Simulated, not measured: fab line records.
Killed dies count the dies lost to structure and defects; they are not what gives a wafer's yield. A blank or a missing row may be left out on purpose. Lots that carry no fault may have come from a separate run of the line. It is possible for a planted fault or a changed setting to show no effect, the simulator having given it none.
fab line records :: flow rit_cmos
[record]
  lots = 14
  wafers = 42
  last_day = 8
route steps=202 shown FOX2@23
lots untouched by any fault: they come from a run of this same line in which no faults occurred
start_h: hours from the record's first day to the start of the lot's first wafer shown :: wait_h: hours elapsed since this lot's preceding step :: " same as the row above :: L1.1+2: a row that stands for several wafers :: - no value present, or no start provided :: * or withheld: withheld :: < > ~ a bound
route shown NAME@n: names a module that has steps shown in the file, with the first one's number in the route :: usual: mean and standard deviation over wafers with no fault :: same: alike in all rows :: chamber/n: place in a boat :: sites: readings site by site :: _std_site: the values' standard deviation :: _edge_site: mean of outer sites minus mean of inner sites :: radius_mm: for every site, how far away it sits from the centre of the wafer :: mask NAME#n: copy n :: behind: the tool/chamber that last shaped the wafer :: hold: cause of the lot's hold/its duration in hours/its outcome :: device: whichever transistor did not switch (one of n, p or np) :: end of line: the route-end tests of the same wafers :: a step given without rows: its recipe and nothing more :: killed: dies lost to structure and defects at the first sort, not the wafer's yield :: map: dies across one wafer; x = killed, . = not, _ = none there
set.NAME: the run value of the setting; set.NAME@STEP: its run value at that earlier step :: model.NAME: the simulator's own value behind a step, which no gauge read
a sample of lots followed through the steps of the route, with each step as a table and each wafer as a row
services: a tool's chamber out of use, with start hour (start_h, from the record's first day; less than 0 if before it), hours out, and reason
[[steps]]
[step RIT_FOX2_OXIDATION_00]
[recipe]
  temp_c = 1100
  ambient = H2O
  target_thk_a = 3507
  p_h2o_torr = 720
  ox_time_s = 1130
[usual]
  ox_time_s = 1130/0
  zone_power_centre_pct = 61.2/2.7
  zone_power_source_pct = 42.4/2.2
lot.wafer: L625.2
tool: furnace-03
chamber: 0
start_h: 18.55
wait_h: 0.2
ox_time_s: 1130
zone_power_centre_pct: 57.5
zone_power_source_pct: 45.7

lot.wafer: L625.3
tool: furnace-03
chamber: 0
start_h: 18.55
wait_h: 0.2
ox_time_s: 1130
zone_power_centre_pct: 56.9
zone_power_source_pct: 45.9

lot.wafer: L625.5
tool: furnace-03
chamber: 0
start_h: 18.55
wait_h: 0.2
ox_time_s: 1130
zone_power_centre_pct: 57.2
zone_power_source_pct: 46.4

lot.wafer: L626.1
tool: furnace-03
chamber: 0
start_h: 23.75
wait_h: 0.0
ox_time_s: 1130
zone_power_centre_pct: 57.1
zone_power_source_pct: 46.7

lot.wafer: L626.2
tool: furnace-03
chamber: 0
start_h: 23.75
wait_h: 0.0
ox_time_s: 1130
zone_power_centre_pct: 57.6
zone_power_source_pct: 45.5

lot.wafer: L626.4
tool: furnace-03
chamber: 0
start_h: 23.75
wait_h: 0.0
ox_time_s: 1130
zone_power_centre_pct: 58.3
zone_power_source_pct: 46.3

lot.wafer: L627.1
tool: furnace-02
chamber: 0
start_h: 27.82
wait_h: 0.0
ox_time_s: 1130
zone_power_centre_pct: 61.7
zone_power_source_pct: 41.6

lot.wafer: L627.2
tool: furnace-02
chamber: 0
start_h: 27.82
wait_h: 0.0
ox_time_s: 1130
zone_power_centre_pct: 59.8
zone_power_source_pct: 41.4

lot.wafer: L627.6
tool: furnace-02
chamber: 0
start_h: 27.82
wait_h: 0.0
ox_time_s: 1130
zone_power_centre_pct: 61.6
zone_power_source_pct: 41.3

lot.wafer: L628.2
tool: furnace-03
chamber: 0
start_h: 32.01
wait_h: 0.0
ox_time_s: 1130
zone_power_centre_pct: 57.1
zone_power_source_pct: 46.9

lot.wafer: L628.4
tool: furnace-03
chamber: 0
start_h: 32.01
wait_h: 0.0
ox_time_s: 1130
zone_power_centre_pct: 57.5
zone_power_source_pct: 45.9

lot.wafer: L628.6
tool: furnace-03
chamber: 0
start_h: 32.01
wait_h: 0.0
ox_time_s: 1130
zone_power_centre_pct: 58.5
zone_power_source_pct: 46.4

lot.wafer: L629.2
tool: furnace-02
chamber: 0
start_h: 38.13
wait_h: 1.0
ox_time_s: 1130
zone_power_centre_pct: 61.5
zone_power_source_pct: 42.1

lot.wafer: L629.3
tool: furnace-02
chamber: 0
start_h: 38.13
wait_h: 1.0
ox_time_s: 1130
zone_power_centre_pct: 61.5
zone_power_source_pct: 41.4

lot.wafer: L629.5
tool: furnace-02
chamber: 0
start_h: 38.13
wait_h: 1.0
ox_time_s: 1130
zone_power_centre_pct: 62.6
zone_power_source_pct: 40.8

lot.wafer: L630.2
tool: furnace-02
chamber: 0
start_h: 42.26
wait_h: 0.0
ox_time_s: 1130
zone_power_centre_pct: 60.9
zone_power_source_pct: 42.1

lot.wafer: L630.3
tool: furnace-02
chamber: 0
start_h: 42.26
wait_h: 0.0
ox_time_s: 1130
zone_power_centre_pct: 62.8
zone_power_source_pct: 41.9

lot.wafer: L630.5
tool: furnace-02
chamber: 0
start_h: 42.26
wait_h: 0.0
ox_time_s: 1130
zone_power_centre_pct: 62.1
zone_power_source_pct: 41.9

lot.wafer: L631.1
tool: furnace-04
chamber: 0
start_h: 48.19
wait_h: 0.5
ox_time_s: 1130
zone_power_centre_pct: 65.5
zone_power_source_pct: 40.1

lot.wafer: L631.4
tool: furnace-04
chamber: 0
start_h: 48.19
wait_h: 0.5
ox_time_s: 1130
zone_power_centre_pct: 66.2
zone_power_source_pct: 40.8

lot.wafer: L631.6
tool: furnace-04
chamber: 0
start_h: 48.19
wait_h: 0.5
ox_time_s: 1130
zone_power_centre_pct: 66.1
zone_power_source_pct: 40.0

lot.wafer: L632.2
tool: furnace-02
chamber: 0
start_h: 55.20
wait_h: 0.0
ox_time_s: 1130
zone_power_centre_pct: 62.3
zone_power_source_pct: 40.3

lot.wafer: L632.3
tool: furnace-02
chamber: 0
start_h: 55.20
wait_h: 0.0
ox_time_s: 1130
zone_power_centre_pct: 61.3
zone_power_source_pct: 42.1

lot.wafer: L632.4
tool: furnace-02
chamber: 0
start_h: 55.20
wait_h: 0.0
ox_time_s: 1130
zone_power_centre_pct: 62.4
zone_power_source_pct: 41.1

lot.wafer: L633.1
tool: furnace-04
chamber: 0
start_h: 59.80
wait_h: 0.0
ox_time_s: 1130
zone_power_centre_pct: 65.8
zone_power_source_pct: 39.8

lot.wafer: L633.2
tool: furnace-04
chamber: 0
start_h: 59.80
wait_h: 0.0
ox_time_s: 1130
zone_power_centre_pct: 66.1
zone_power_source_pct: 40.6

lot.wafer: L633.5
tool: furnace-04
chamber: 0
start_h: 59.80
wait_h: 0.0
ox_time_s: 1130
zone_power_centre_pct: 67.4
zone_power_source_pct: 40.1

lot.wafer: L634.2
tool: furnace-04
chamber: 0
start_h: 62.61
wait_h: 0.0
ox_time_s: 1130
zone_power_centre_pct: 66.2
zone_power_source_pct: 39.8

lot.wafer: L634.4
tool: furnace-04
chamber: 0
start_h: 62.61
wait_h: 0.0
ox_time_s: 1130
zone_power_centre_pct: 65.6
zone_power_source_pct: 40.5

lot.wafer: L634.5
tool: furnace-04
chamber: 0
start_h: 62.61
wait_h: 0.0
ox_time_s: 1130
zone_power_centre_pct: 66.9
zone_power_source_pct: 39.8

lot.wafer: L636.2
tool: furnace-02
chamber: 0
start_h: 72.30
wait_h: 0.0
ox_time_s: 1130
zone_power_centre_pct: 60.9
zone_power_source_pct: 41.8

lot.wafer: L636.4
tool: furnace-02
chamber: 0
start_h: 72.30
wait_h: 0.0
ox_time_s: 1130
zone_power_centre_pct: 62.2
zone_power_source_pct: 41.3

lot.wafer: L636.5
tool: furnace-02
chamber: 0
start_h: 72.30
wait_h: 0.0
ox_time_s: 1130
zone_power_centre_pct: 60.8
zone_power_source_pct: 41.0

lot.wafer: L640.1
tool: furnace-02
chamber: 0
start_h: 93.55
wait_h: 0.0
ox_time_s: 1028.3
zone_power_centre_pct: 62.4
zone_power_source_pct: 42.0

lot.wafer: L640.5
tool: furnace-02
chamber: 0
start_h: 93.55
wait_h: 0.0
ox_time_s: 1028.3
zone_power_centre_pct: 60.5
zone_power_source_pct: 41.1

lot.wafer: L640.6
tool: furnace-02
chamber: 0
start_h: 93.55
wait_h: 0.0
ox_time_s: 1028.3
zone_power_centre_pct: 61.2
zone_power_source_pct: 41.5

lot.wafer: L641.1
tool: furnace-02
chamber: 0
start_h: 99.87
wait_h: 1.3
ox_time_s: 1028.3
zone_power_centre_pct: 61.1
zone_power_source_pct: 41.5

lot.wafer: L641.2
tool: furnace-02
chamber: 0
start_h: 99.87
wait_h: 1.3
ox_time_s: 1028.3
zone_power_centre_pct: 62.0
zone_power_source_pct: 40.8

lot.wafer: L641.4
tool: furnace-02
chamber: 0
start_h: 99.87
wait_h: 1.3
ox_time_s: 1028.3
zone_power_centre_pct: 61.5
zone_power_source_pct: 41.3

lot.wafer: L648.1
tool: furnace-03
chamber: 0
start_h: 136.60
wait_h: 1.3
ox_time_s: 1130
zone_power_centre_pct: 57.3
zone_power_source_pct: 45.9

lot.wafer: L648.2
tool: furnace-03
chamber: 0
start_h: 136.60
wait_h: 1.3
ox_time_s: 1130
zone_power_centre_pct: 58.2
zone_power_source_pct: 45.6

lot.wafer: L648.3
tool: furnace-03
chamber: 0
start_h: 136.60
wait_h: 1.3
ox_time_s: 1130
zone_power_centre_pct: 57.6
zone_power_source_pct: 46.2
[step RIT_FOX2_THK_MEAS_01]
[recipe]
  reads = SiO2_of_FOX2_OXIDATION_00
[usual]
  FOX2_OXIDE_THK = 350/6.3
lot.wafer: L625.2
tool: film_metro-03
chamber: -
start_h: 19.88
wait_h: 0.0
FOX2_OXIDE_THK[nm]: 362

lot.wafer: L625.3
tool: film_metro-03
chamber: -
start_h: 19.88
wait_h: 0.0
FOX2_OXIDE_THK[nm]: 354

lot.wafer: L625.5
tool: film_metro-03
chamber: -
start_h: 19.88
wait_h: 0.0
FOX2_OXIDE_THK[nm]: 359

lot.wafer: L626.1
tool: film_metro-02
chamber: -
start_h: 25.07
wait_h: 0.0
FOX2_OXIDE_THK[nm]: 356

lot.wafer: L626.2
tool: film_metro-02
chamber: -
start_h: 25.07
wait_h: 0.0
FOX2_OXIDE_THK[nm]: 350

lot.wafer: L626.4
tool: film_metro-02
chamber: -
start_h: 25.07
wait_h: 0.0
FOX2_OXIDE_THK[nm]: 349

lot.wafer: L627.1
tool: film_metro-02
chamber: -
start_h: 29.14
wait_h: 0.0
FOX2_OXIDE_THK[nm]: 345

lot.wafer: L627.2
tool: film_metro-02
chamber: -
start_h: 29.14
wait_h: 0.0
FOX2_OXIDE_THK[nm]: 347

lot.wafer: L627.6
tool: film_metro-02
chamber: -
start_h: 29.14
wait_h: 0.0
FOX2_OXIDE_THK[nm]: 346

lot.wafer: L628.2
tool: film_metro-04
chamber: -
start_h: 33.34
wait_h: 0.0
FOX2_OXIDE_THK[nm]: 357

lot.wafer: L628.4
tool: film_metro-04
chamber: -
start_h: 33.34
wait_h: 0.0
FOX2_OXIDE_THK[nm]: 355

lot.wafer: L628.6
tool: film_metro-04
chamber: -
start_h: 33.34
wait_h: 0.0
FOX2_OXIDE_THK[nm]: 361

lot.wafer: L629.2
tool: film_metro-02
chamber: -
start_h: 39.45
wait_h: 0.0
FOX2_OXIDE_THK[nm]: 346

lot.wafer: L629.3
tool: film_metro-02
chamber: -
start_h: 39.45
wait_h: 0.0
FOX2_OXIDE_THK[nm]: 348

lot.wafer: L629.5
tool: film_metro-02
chamber: -
start_h: 39.45
wait_h: 0.0
FOX2_OXIDE_THK[nm]: 345

lot.wafer: L630.2
tool: film_metro-02
chamber: -
start_h: 43.58
wait_h: 0.0
FOX2_OXIDE_THK[nm]: 345

lot.wafer: L630.3
tool: film_metro-02
chamber: -
start_h: 43.58
wait_h: 0.0
FOX2_OXIDE_THK[nm]: 343

lot.wafer: L630.5
tool: film_metro-02
chamber: -
start_h: 43.58
wait_h: 0.0
FOX2_OXIDE_THK[nm]: 344

lot.wafer: L631.1
tool: film_metro-02
chamber: -
start_h: 49.50
wait_h: 0.0
FOX2_OXIDE_THK[nm]: 354

lot.wafer: L631.4
tool: film_metro-02
chamber: -
start_h: 49.50
wait_h: 0.0
FOX2_OXIDE_THK[nm]: 349

lot.wafer: L631.6
tool: film_metro-02
chamber: -
start_h: 49.50
wait_h: 0.0
FOX2_OXIDE_THK[nm]: 353

lot.wafer: L632.2
tool: film_metro-02
chamber: -
start_h: 56.52
wait_h: 0.0
FOX2_OXIDE_THK[nm]: 341

lot.wafer: L632.3
tool: film_metro-02
chamber: -
start_h: 56.52
wait_h: 0.0
FOX2_OXIDE_THK[nm]: 338

lot.wafer: L632.4
tool: film_metro-02
chamber: -
start_h: 56.52
wait_h: 0.0
FOX2_OXIDE_THK[nm]: 340

lot.wafer: L633.1
tool: film_metro-02
chamber: -
start_h: 61.12
wait_h: 0.0
FOX2_OXIDE_THK[nm]: 351

lot.wafer: L633.2
tool: film_metro-02
chamber: -
start_h: 61.12
wait_h: 0.0
FOX2_OXIDE_THK[nm]: 349

lot.wafer: L633.5
tool: film_metro-02
chamber: -
start_h: 61.12
wait_h: 0.0
FOX2_OXIDE_THK[nm]: 351

lot.wafer: L634.2
tool: film_metro-02
chamber: -
start_h: 63.93
wait_h: 0.0
FOX2_OXIDE_THK[nm]: 359

lot.wafer: L634.4
tool: film_metro-02
chamber: -
start_h: 63.93
wait_h: 0.0
FOX2_OXIDE_THK[nm]: 349

lot.wafer: L634.5
tool: film_metro-02
chamber: -
start_h: 63.93
wait_h: 0.0
FOX2_OXIDE_THK[nm]: 360

lot.wafer: L636.2
tool: film_metro-02
chamber: -
start_h: 73.62
wait_h: 0.0
FOX2_OXIDE_THK[nm]: 348

lot.wafer: L636.4
tool: film_metro-02
chamber: -
start_h: 73.62
wait_h: 0.0
FOX2_OXIDE_THK[nm]: 343

lot.wafer: L636.5
tool: film_metro-02
chamber: -
start_h: 73.62
wait_h: 0.0
FOX2_OXIDE_THK[nm]: 348

lot.wafer: L640.1
tool: film_metro-03
chamber: -
start_h: 94.87
wait_h: 0.0
FOX2_OXIDE_THK[nm]: 327

lot.wafer: L640.5
tool: film_metro-03
chamber: -
start_h: 94.87
wait_h: 0.0
FOX2_OXIDE_THK[nm]: 324

lot.wafer: L640.6
tool: film_metro-03
chamber: -
start_h: 94.87
wait_h: 0.0
FOX2_OXIDE_THK[nm]: 327

lot.wafer: L641.1
tool: film_metro-02
chamber: -
start_h: 101.18
wait_h: 0.0
FOX2_OXIDE_THK[nm]: 325

lot.wafer: L641.2
tool: film_metro-02
chamber: -
start_h: 101.18
wait_h: 0.0
FOX2_OXIDE_THK[nm]: 328

lot.wafer: L641.4
tool: film_metro-02
chamber: -
start_h: 101.18
wait_h: 0.0
FOX2_OXIDE_THK[nm]: 325

lot.wafer: L648.1
tool: film_metro-02
chamber: -
start_h: 137.91
wait_h: 0.0
FOX2_OXIDE_THK[nm]: 348

lot.wafer: L648.2
tool: film_metro-02
chamber: -
start_h: 137.91
wait_h: 0.0
FOX2_OXIDE_THK[nm]: 346

lot.wafer: L648.3
tool: film_metro-02
chamber: -
start_h: 137.91
wait_h: 0.0
FOX2_OXIDE_THK[nm]: 346
[step RIT_FOX2_THK_MEAS_90]
[recipe]
  reads = SiO2_of_FOX2_OXIDATION_00
[usual]
  FIELD_OXIDE_LEFT_1_THK = 322/6.4
lot.wafer: L625.2
tool: film_metro-03
chamber: -
start_h: 20.76
wait_h: 0.0
FIELD_OXIDE_LEFT_1_THK[nm]: 335

lot.wafer: L625.3
tool: film_metro-03
chamber: -
start_h: 20.76
wait_h: 0.0
FIELD_OXIDE_LEFT_1_THK[nm]: 327

lot.wafer: L625.5
tool: film_metro-03
chamber: -
start_h: 20.76
wait_h: 0.0
FIELD_OXIDE_LEFT_1_THK[nm]: 332

lot.wafer: L626.1
tool: film_metro-04
chamber: -
start_h: 25.94
wait_h: 0.0
FIELD_OXIDE_LEFT_1_THK[nm]: 328

lot.wafer: L626.2
tool: film_metro-04
chamber: -
start_h: 25.94
wait_h: 0.0
FIELD_OXIDE_LEFT_1_THK[nm]: 322

lot.wafer: L626.4
tool: film_metro-04
chamber: -
start_h: 25.94
wait_h: 0.0
FIELD_OXIDE_LEFT_1_THK[nm]: 321

lot.wafer: L627.1
tool: film_metro-04
chamber: -
start_h: 30.01
wait_h: 0.0
FIELD_OXIDE_LEFT_1_THK[nm]: 317

lot.wafer: L627.2
tool: film_metro-04
chamber: -
start_h: 30.01
wait_h: 0.0
FIELD_OXIDE_LEFT_1_THK[nm]: 318

lot.wafer: L627.6
tool: film_metro-04
chamber: -
start_h: 30.01
wait_h: 0.0
FIELD_OXIDE_LEFT_1_THK[nm]: 318

lot.wafer: L628.2
tool: film_metro-04
chamber: -
start_h: 34.22
wait_h: 0.0
FIELD_OXIDE_LEFT_1_THK[nm]: 330

lot.wafer: L628.4
tool: film_metro-04
chamber: -
start_h: 34.22
wait_h: 0.0
FIELD_OXIDE_LEFT_1_THK[nm]: 328

lot.wafer: L628.6
tool: film_metro-04
chamber: -
start_h: 34.22
wait_h: 0.0
FIELD_OXIDE_LEFT_1_THK[nm]: 334

lot.wafer: L629.2
tool: film_metro-04
chamber: -
start_h: 40.33
wait_h: 0.0
FIELD_OXIDE_LEFT_1_THK[nm]: 319

lot.wafer: L629.3
tool: film_metro-04
chamber: -
start_h: 40.33
wait_h: 0.0
FIELD_OXIDE_LEFT_1_THK[nm]: 320

lot.wafer: L629.5
tool: film_metro-04
chamber: -
start_h: 40.33
wait_h: 0.0
FIELD_OXIDE_LEFT_1_THK[nm]: 317

lot.wafer: L630.2
tool: film_metro-03
chamber: -
start_h: 44.46
wait_h: 0.0
FIELD_OXIDE_LEFT_1_THK[nm]: 318

lot.wafer: L630.3
tool: film_metro-03
chamber: -
start_h: 44.46
wait_h: 0.0
FIELD_OXIDE_LEFT_1_THK[nm]: 316

lot.wafer: L630.5
tool: film_metro-03
chamber: -
start_h: 44.46
wait_h: 0.0
FIELD_OXIDE_LEFT_1_THK[nm]: 317

lot.wafer: L631.1
tool: film_metro-02
chamber: -
start_h: 50.45
wait_h: 0.0
FIELD_OXIDE_LEFT_1_THK[nm]: 327

lot.wafer: L631.4
tool: film_metro-02
chamber: -
start_h: 50.45
wait_h: 0.0
FIELD_OXIDE_LEFT_1_THK[nm]: 323

lot.wafer: L631.6
tool: film_metro-02
chamber: -
start_h: 50.45
wait_h: 0.0
FIELD_OXIDE_LEFT_1_THK[nm]: 326

lot.wafer: L632.2
tool: film_metro-02
chamber: -
start_h: 58.16
wait_h: 0.0
FIELD_OXIDE_LEFT_1_THK[nm]: 313

lot.wafer: L632.3
tool: film_metro-02
chamber: -
start_h: 58.16
wait_h: 0.0
FIELD_OXIDE_LEFT_1_THK[nm]: 310

lot.wafer: L632.4
tool: film_metro-02
chamber: -
start_h: 58.16
wait_h: 0.0
FIELD_OXIDE_LEFT_1_THK[nm]: 313

lot.wafer: L633.1
tool: film_metro-04
chamber: -
start_h: 62.76
wait_h: 0.0
FIELD_OXIDE_LEFT_1_THK[nm]: 325

lot.wafer: L633.2
tool: film_metro-04
chamber: -
start_h: 62.76
wait_h: 0.0
FIELD_OXIDE_LEFT_1_THK[nm]: 322

lot.wafer: L633.5
tool: film_metro-04
chamber: -
start_h: 62.76
wait_h: 0.0
FIELD_OXIDE_LEFT_1_THK[nm]: 324

lot.wafer: L634.2
tool: film_metro-02
chamber: -
start_h: 64.81
wait_h: 0.0
FIELD_OXIDE_LEFT_1_THK[nm]: 332

lot.wafer: L634.4
tool: film_metro-02
chamber: -
start_h: 64.81
wait_h: 0.0
FIELD_OXIDE_LEFT_1_THK[nm]: 322

lot.wafer: L634.5
tool: film_metro-02
chamber: -
start_h: 64.81
wait_h: 0.0
FIELD_OXIDE_LEFT_1_THK[nm]: 332

lot.wafer: L636.2
tool: film_metro-04
chamber: -
start_h: 74.50
wait_h: 0.0
FIELD_OXIDE_LEFT_1_THK[nm]: 321

lot.wafer: L636.4
tool: film_metro-04
chamber: -
start_h: 74.50
wait_h: 0.0
FIELD_OXIDE_LEFT_1_THK[nm]: 316

lot.wafer: L636.5
tool: film_metro-04
chamber: -
start_h: 74.50
wait_h: 0.0
FIELD_OXIDE_LEFT_1_THK[nm]: 320

lot.wafer: L640.1
tool: film_metro-02
chamber: -
start_h: 95.81
wait_h: 0.0
FIELD_OXIDE_LEFT_1_THK[nm]: 300

lot.wafer: L640.5
tool: film_metro-02
chamber: -
start_h: 95.81
wait_h: 0.0
FIELD_OXIDE_LEFT_1_THK[nm]: 297

lot.wafer: L640.6
tool: film_metro-02
chamber: -
start_h: 95.81
wait_h: 0.0
FIELD_OXIDE_LEFT_1_THK[nm]: 300

lot.wafer: L641.1
tool: film_metro-04
chamber: -
start_h: 102.06
wait_h: 0.0
FIELD_OXIDE_LEFT_1_THK[nm]: 298

lot.wafer: L641.2
tool: film_metro-04
chamber: -
start_h: 102.06
wait_h: 0.0
FIELD_OXIDE_LEFT_1_THK[nm]: 300

lot.wafer: L641.4
tool: film_metro-04
chamber: -
start_h: 102.06
wait_h: 0.0
FIELD_OXIDE_LEFT_1_THK[nm]: 298

lot.wafer: L648.1
tool: film_metro-04
chamber: -
start_h: 138.79
wait_h: 0.0
FIELD_OXIDE_LEFT_1_THK[nm]: 321

lot.wafer: L648.2
tool: film_metro-04
chamber: -
start_h: 138.79
wait_h: 0.0
FIELD_OXIDE_LEFT_1_THK[nm]: 319

lot.wafer: L648.3
tool: film_metro-04
chamber: -
start_h: 138.79
wait_h: 0.0
FIELD_OXIDE_LEFT_1_THK[nm]: 319
[step RIT_FOX2_THK_MEAS_91]
[recipe]
  reads = SiO2_of_FOX2_OXIDATION_00
[usual]
  FIELD_OXIDE_LEFT_2_THK = 254/6.3
lot.wafer: L625.2
tool: film_metro-02
chamber: -
start_h: 35.13
wait_h: 0.0
FIELD_OXIDE_LEFT_2_THK[nm]: 267

lot.wafer: L625.3
tool: film_metro-02
chamber: -
start_h: 35.13
wait_h: 0.0
FIELD_OXIDE_LEFT_2_THK[nm]: 260

lot.wafer: L625.5
tool: film_metro-02
chamber: -
start_h: 35.13
wait_h: 0.0
FIELD_OXIDE_LEFT_2_THK[nm]: 264

lot.wafer: L626.1
tool: film_metro-02
chamber: -
start_h: 38.27
wait_h: 0.0
FIELD_OXIDE_LEFT_2_THK[nm]: 260

lot.wafer: L626.2
tool: film_metro-02
chamber: -
start_h: 38.27
wait_h: 0.0
FIELD_OXIDE_LEFT_2_THK[nm]: 255

lot.wafer: L626.4
tool: film_metro-02
chamber: -
start_h: 38.27
wait_h: 0.0
FIELD_OXIDE_LEFT_2_THK[nm]: 254

lot.wafer: L627.1
tool: film_metro-02
chamber: -
start_h: 43.96
wait_h: 0.0
FIELD_OXIDE_LEFT_2_THK[nm]: 250

lot.wafer: L627.2
tool: film_metro-02
chamber: -
start_h: 43.96
wait_h: 0.0
FIELD_OXIDE_LEFT_2_THK[nm]: 251

lot.wafer: L627.6
tool: film_metro-02
chamber: -
start_h: 43.96
wait_h: 0.0
FIELD_OXIDE_LEFT_2_THK[nm]: 250

lot.wafer: L628.2
tool: film_metro-03
chamber: -
start_h: 47.58
wait_h: 0.0
FIELD_OXIDE_LEFT_2_THK[nm]: 261

lot.wafer: L628.4
tool: film_metro-03
chamber: -
start_h: 47.58
wait_h: 0.0
FIELD_OXIDE_LEFT_2_THK[nm]: 259

lot.wafer: L628.6
tool: film_metro-03
chamber: -
start_h: 47.58
wait_h: 0.0
FIELD_OXIDE_LEFT_2_THK[nm]: 264

lot.wafer: L629.2
tool: film_metro-04
chamber: -
start_h: 52.96
wait_h: 0.0
FIELD_OXIDE_LEFT_2_THK[nm]: 250

lot.wafer: L629.3
tool: film_metro-04
chamber: -
start_h: 52.96
wait_h: 0.0
FIELD_OXIDE_LEFT_2_THK[nm]: 252

lot.wafer: L629.5
tool: film_metro-04
chamber: -
start_h: 52.96
wait_h: 0.0
FIELD_OXIDE_LEFT_2_THK[nm]: 249

lot.wafer: L630.2
tool: film_metro-04
chamber: -
start_h: 58.29
wait_h: 0.0
FIELD_OXIDE_LEFT_2_THK[nm]: 251

lot.wafer: L630.3
tool: film_metro-04
chamber: -
start_h: 58.29
wait_h: 0.0
FIELD_OXIDE_LEFT_2_THK[nm]: 249

lot.wafer: L630.5
tool: film_metro-04
chamber: -
start_h: 58.29
wait_h: 0.0
FIELD_OXIDE_LEFT_2_THK[nm]: 250

lot.wafer: L631.1
tool: film_metro-03
chamber: -
start_h: 62.99
wait_h: 0.0
FIELD_OXIDE_LEFT_2_THK[nm]: 260

lot.wafer: L631.4
tool: film_metro-03
chamber: -
start_h: 62.99
wait_h: 0.0
FIELD_OXIDE_LEFT_2_THK[nm]: 255

lot.wafer: L631.6
tool: film_metro-03
chamber: -
start_h: 62.99
wait_h: 0.0
FIELD_OXIDE_LEFT_2_THK[nm]: 258

lot.wafer: L632.2
tool: film_metro-04
chamber: -
start_h: 71.05
wait_h: 0.0
FIELD_OXIDE_LEFT_2_THK[nm]: 245

lot.wafer: L632.3
tool: film_metro-04
chamber: -
start_h: 71.05
wait_h: 0.0
FIELD_OXIDE_LEFT_2_THK[nm]: 242

lot.wafer: L632.4
tool: film_metro-04
chamber: -
start_h: 71.05
wait_h: 0.0
FIELD_OXIDE_LEFT_2_THK[nm]: 245

lot.wafer: L633.1
tool: film_metro-03
chamber: -
start_h: 75.62
wait_h: 0.0
FIELD_OXIDE_LEFT_2_THK[nm]: 257

lot.wafer: L633.2
tool: film_metro-03
chamber: -
start_h: 75.62
wait_h: 0.0
FIELD_OXIDE_LEFT_2_THK[nm]: 254

lot.wafer: L633.5
tool: film_metro-03
chamber: -
start_h: 75.62
wait_h: 0.0
FIELD_OXIDE_LEFT_2_THK[nm]: 257

lot.wafer: L634.2
tool: film_metro-02
chamber: -
start_h: 77.21
wait_h: 0.0
FIELD_OXIDE_LEFT_2_THK[nm]: 263

lot.wafer: L634.4
tool: film_metro-02
chamber: -
start_h: 77.21
wait_h: 0.0
FIELD_OXIDE_LEFT_2_THK[nm]: 254

lot.wafer: L634.5
tool: film_metro-02
chamber: -
start_h: 77.21
wait_h: 0.0
FIELD_OXIDE_LEFT_2_THK[nm]: 265

lot.wafer: L636.2
tool: film_metro-02
chamber: -
start_h: 88.03
wait_h: 0.0
FIELD_OXIDE_LEFT_2_THK[nm]: 252

lot.wafer: L636.4
tool: film_metro-02
chamber: -
start_h: 88.03
wait_h: 0.0
FIELD_OXIDE_LEFT_2_THK[nm]: 248

lot.wafer: L636.5
tool: film_metro-02
chamber: -
start_h: 88.03
wait_h: 0.0
FIELD_OXIDE_LEFT_2_THK[nm]: 252

lot.wafer: L640.1
tool: film_metro-02
chamber: -
start_h: 108.85
wait_h: 0.0
FIELD_OXIDE_LEFT_2_THK[nm]: 232

lot.wafer: L640.5
tool: film_metro-02
chamber: -
start_h: 108.85
wait_h: 0.0
FIELD_OXIDE_LEFT_2_THK[nm]: 228

lot.wafer: L640.6
tool: film_metro-02
chamber: -
start_h: 108.85
wait_h: 0.0
FIELD_OXIDE_LEFT_2_THK[nm]: 231

lot.wafer: L641.1
tool: film_metro-04
chamber: -
start_h: 115.50
wait_h: 0.0
FIELD_OXIDE_LEFT_2_THK[nm]: 230

lot.wafer: L641.2
tool: film_metro-04
chamber: -
start_h: 115.50
wait_h: 0.0
FIELD_OXIDE_LEFT_2_THK[nm]: 232

lot.wafer: L641.4
tool: film_metro-04
chamber: -
start_h: 115.50
wait_h: 0.0
FIELD_OXIDE_LEFT_2_THK[nm]: 230

lot.wafer: L648.1
tool: film_metro-04
chamber: -
start_h: 154.42
wait_h: 0.0
FIELD_OXIDE_LEFT_2_THK[nm]: 254

lot.wafer: L648.2
tool: film_metro-04
chamber: -
start_h: 154.42
wait_h: 0.0
FIELD_OXIDE_LEFT_2_THK[nm]: 252

lot.wafer: L648.3
tool: film_metro-04
chamber: -
start_h: 154.42
wait_h: 0.0
FIELD_OXIDE_LEFT_2_THK[nm]: 251
[[services]]
tool: furnace-04
chamber: -
start_h: 3.44
hours: 3.7
kind: pm

tool: furnace-04
chamber: -
start_h: 7.16
hours: 15.1
kind: pm

tool: furnace-03
chamber: -
start_h: 27.02
hours: 3.2
kind: pm

tool: furnace-02
chamber: -
start_h: 76.75
hours: 4.0
kind: pm

tool: furnace-04
chamber: -
start_h: 88.56
hours: 78.9
kind: pm
[[key]]
[first_sign]
  step = RIT_FOX2_OXIDATION_00
  reading = ox_time_s
  direction = down
  sigmas = 99+
  usual = *
  struck = *
[effect]
  step = RIT_FOX2_THK_MEAS_01
  reading = FOX2_OXIDE_THK
  direction = down
  sigmas = 3.7
  usual = 350
  struck = 326
[effect]
  step = RIT_FOX2_THK_MEAS_90
  reading = FIELD_OXIDE_LEFT_1_THK
  direction = down
  sigmas = 3.7
  usual = 322
  struck = 299
[effect]
  step = RIT_FOX2_THK_MEAS_91
  reading = FIELD_OXIDE_LEFT_2_THK
  direction = down
  sigmas = 3.8
  usual = 254
  struck = 231
met_at RIT_FOX2_OXIDATION_00
struck_lots L640,L641
tester_left_out L640,L641
onset_between 72.30 93.55
[fault]
  kind = process_parameter_drift
  tool = furnace-02
  chamber = -
  onset_h = 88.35
  steps = RIT_FOX2_OXIDATION_00
  channel = ox_time_s
  offset = *
  shape = step
  end_h = 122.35
  acts_in = *
  stated = *
// tester_left_out: of these lots the tester's yield and bins aren't shown, on N5 and GAA mostly nor the transistor test; their killed dies are dies lost to structure and defects alone, not to doping, threshold or leakage, so they don't give the yield
